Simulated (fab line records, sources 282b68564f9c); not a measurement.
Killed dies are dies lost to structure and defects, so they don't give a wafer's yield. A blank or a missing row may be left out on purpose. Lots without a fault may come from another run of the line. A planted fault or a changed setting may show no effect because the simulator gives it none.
fab line records | flow rit_cmos
record lots=14 wafers=42 last_day=7
route steps=202 shown GATE@81
lots that met no fault: from a run of the same line without faults
start_h: hours from the record's first day to the start of the lot's first wafer shown | wait_h: hours since the lot's step before | " the same as in the row above | L1.1+2: a row that stands for several wafers | - no value, or no start given | * or withheld: withheld | < > ~ a bound
route shown NAME@n: a module of which the file shows steps, and the number in the route of the first | usual: mean/standard deviation of fault-free wafers | same: alike in all rows | chamber/n: place in a boat | sites: the reading at each site | _std_site: their standard deviation | _edge_site: outer sites' mean less inner sites' | radius_mm: how far each site lies from the wafer's centre | mask NAME#n: copy n | behind: the tool/chamber that last shaped the wafer | hold: why the lot was held/for how many hours/how that ended | device: the transistor (n, p or np) that didn't switch | end of line: the same wafers' tests at the end of the route | a step without rows: its recipe alone | killed: dies lost to structure and defects at the first sort, not the wafer's yield | map: a wafer's dies, x killed, . not, _ none there
set.NAME: the setting as run; set.NAME@STEP: as run at that earlier step | model.NAME: the simulator's own value behind a step, which no gauge read
steps of the route over a sample of lots; a table a step, a row a wafer
services: from which hour (start_h, from the record's first day; less than 0 if before it) a tool's chamber was out of use, for how many hours, and why
## steps
# step RIT_GATE_OXIDATION_05
# recipe temp_c=900 ambient=O2 target_thk_a=30 ox_time_s=270
# usual spike_tc_centre_C=902.4/1 spike_tc_load_C=925.3/1.3 spike_tc_source_C=923.3/1.1 tube_center_temp_C=900/0.089 tube_center_temp_C_max=902.4/0.41
# columns lot.wafer tool chamber start_h wait_h spike_tc_centre_C spike_tc_load_C spike_tc_source_C tube_center_temp_C tube_center_temp_C_max
L814.1 furnace-04 0 42.48 0.1 901.8 923.4 923.8 899.96 902.7
L814.3 " 0 " " 903.1 921.7 923.6 900.19 902.1
L814.5 " 0 " " 902.7 924.7 924.7 900.05 902.8
L815.1 furnace-04 0 46.71 0.1 903.2 925.1 923.1 900.04 902.5
L815.5 " 0 " " 902.0 924.5 925.8 899.94 902.6
L815.6 " 0 " " 902.2 923.2 923.7 900.01 902.0
L817.2 furnace-04 0 56.69 0.0 902.0 923.8 923.5 899.97 902.4
L817.3 " 0 " " 901.9 925.5 925.4 899.98 903.8
L817.4 " 0 " " 901.8 923.1 925.0 899.96 902.0
L818.2 furnace-02 0 62.65 0.0 901.4 925.5 923.3 899.95 901.9
L818.4 " 0 " " 903.4 926.2 922.6 899.95 902.3
L818.5 " 0 " " 902.0 924.3 922.6 900.01 902.4
L819.1 furnace-02 0 66.84 0.1 902.7 925.9 922.5 900 902.1
L819.2 " 0 " " 903.8 926.1 924.5 899.99 902.9
L819.3 " 0 " " 902.2 925.0 922.1 899.75 902.0
L820.1 furnace-02 0 73.46 0.3 903.5 926.4 922.6 899.92 903.3
L820.2 " 0 " " 903.6 925.2 922.0 899.93 901.7
L820.3 " 0 " " 903.1 926.3 923.8 899.98 902.1
L821.3 furnace-02 0 76.46 0.0 902.0 927.8 922.5 900.13 902.6
L821.4 " 0 " " 902.3 925.1 922.2 900.02 902.4
L821.5 " 0 " " 902.5 925.4 922.8 899.9 903.0
L823.2 furnace-02 0 86.94 0.5 903.4 926.7 922.3 900.02 902.3
L823.3 " 0 " " 902.1 925.1 921.5 900.09 902.2
L823.4 " 0 " " 902.7 927.3 921.5 900.01 902.5
L824.4 furnace-03 0 91.94 0.5 902.8 924.3 925.0 900.21 902.0
L824.5 " 0 " " 902.5 925.4 924.3 899.95 902.3
L824.6 " 0 " " 902.4 927.5 923.4 900.04 902.4
L825.4 furnace-02 0 97.28 0.0 903.5 926.8 922.8 900 902.6
L825.5 " 0 " " 902.7 926.5 922.5 899.89 902.0
L825.6 " 0 " " 901.9 926.8 922.4 899.74 902.1
L826.1 furnace-02 0 102.27 0.1 901.1 925.1 923.2 900.02 902.0
L826.2 " 0 " " 901.9 924.9 922.0 899.97 901.8
L826.3 " 0 " " 901.1 927.2 923.0 900.03 902.3
L829.1 furnace-02 0 119.04 1.4 922.5 945.6 943.3 920 922.7
L829.4 " 0 " " 923.3 946.3 942.5 920.07 922.5
L829.5 " 0 " " 923.8 946.7 943.0 919.99 922.9
L831.1 furnace-03 0 127.41 0.1 902.9 926.2 923.4 899.93 901.9
L831.2 " 0 " " 903.2 925.5 925.4 899.99 902.0
L831.4 " 0 " " 902.7 926.3 923.4 899.92 902.5
L833.1 furnace-02 0 137.27 0.1 921.7 947.5 942.9 920.08 922.4
L833.3 " 0 " " 922.9 946.4 940.8 919.97 922.2
L833.6 " 0 " " 922.5 947.2 944.7 920.02 923.0
# step RIT_GATE_THK_MEAS_07
# recipe reads=SiO2_of_GATE_OXIDATION_05
# usual GATE_OXIDE_THK=3.04/0.062
# columns lot.wafer tool chamber start_h wait_h GATE_OXIDE_THK[nm]
L814.1 film_metro-02 - 43.81 0.0 2.96
L814.3 " - " " 2.96
L814.5 " - " " 3.04
L815.1 film_metro-02 - 49.18 0.0 2.97
L815.5 " - " " 3.03
L815.6 " - " " 2.91
L817.2 film_metro-03 - 58.63 0.0 3.01
L817.3 " - " " 3.09
L817.4 " - " " 3.03
L818.2 film_metro-01 - 63.99 0.0 3.11
L818.4 " - " " 3.05
L818.5 " - " " 3.06
L819.1 film_metro-02 - 68.73 0.0 3.03
L819.2 " - " " 3.05
L819.3 " - " " 3.00
L820.1 film_metro-02 - 74.79 0.0 3.16
L820.2 " - " " 3.05
L820.3 " - " " 3.05
L821.3 film_metro-02 - 77.81 0.0 3.02
L821.4 " - " " 2.99
L821.5 " - " " 2.99
L823.2 film_metro-02 - 88.28 0.0 2.95
L823.3 " - " " 2.98
L823.4 " - " " 2.97
L824.4 film_metro-02 - 93.71 0.0 3.09
L824.5 " - " " 3.06
L824.6 " - " " 3.08
L825.4 film_metro-02 - 98.64 0.0 3.00
L825.5 " - " " 3.00
L825.6 " - " " 3.09
L826.1 film_metro-02 - 103.60 0.0 2.97
L826.2 " - " " 3.03
L826.3 " - " " 2.99
L829.1 film_metro-02 - 120.37 0.0 3.90
L829.4 " - " " 3.78
L829.5 " - " " 3.89
L831.1 film_metro-01 - 128.74 0.0 2.99
L831.2 " - " " 3.05
L831.4 " - " " 3.02
L833.1 film_metro-03 - 138.78 0.0 3.82
L833.3 " - " " 3.74
L833.6 " - " " 3.80
## services
# columns tool chamber start_h hours kind
furnace-03 - 23.36 2.7 pm
furnace-04 - 53.00 3.2 pm
furnace-02 - 107.05 2.6 pm
## key
first_sign step=RIT_GATE_OXIDATION_05 reading=tube_center_temp_C direction=up sigmas=99+ usual=* struck=*
effect step=RIT_GATE_OXIDATION_05 reading=tube_center_temp_C_max direction=up sigmas=49 usual=* struck=*
effect step=RIT_GATE_THK_MEAS_07 reading=GATE_OXIDE_THK direction=up sigmas=13 usual=3.04 struck=3.82
met_at RIT_GATE_OXIDATION_05
struck_lots L829,L833
tester_left_out L829,L833
onset_between 102.27 119.04
fault kind=process_parameter_drift tool=furnace-02 chamber=- onset_h=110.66 steps=RIT_GATE_OXIDATION_05 channel=temp_c offset=* shape=step end_h=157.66 acts_in=* stated=*
# tester_left_out: of these lots the tester's yield and bins aren't shown, on N5 and GAA mostly nor the transistor test; their killed dies are dies lost to structure and defects alone, not to doping, threshold or leakage, so they don't give the yield
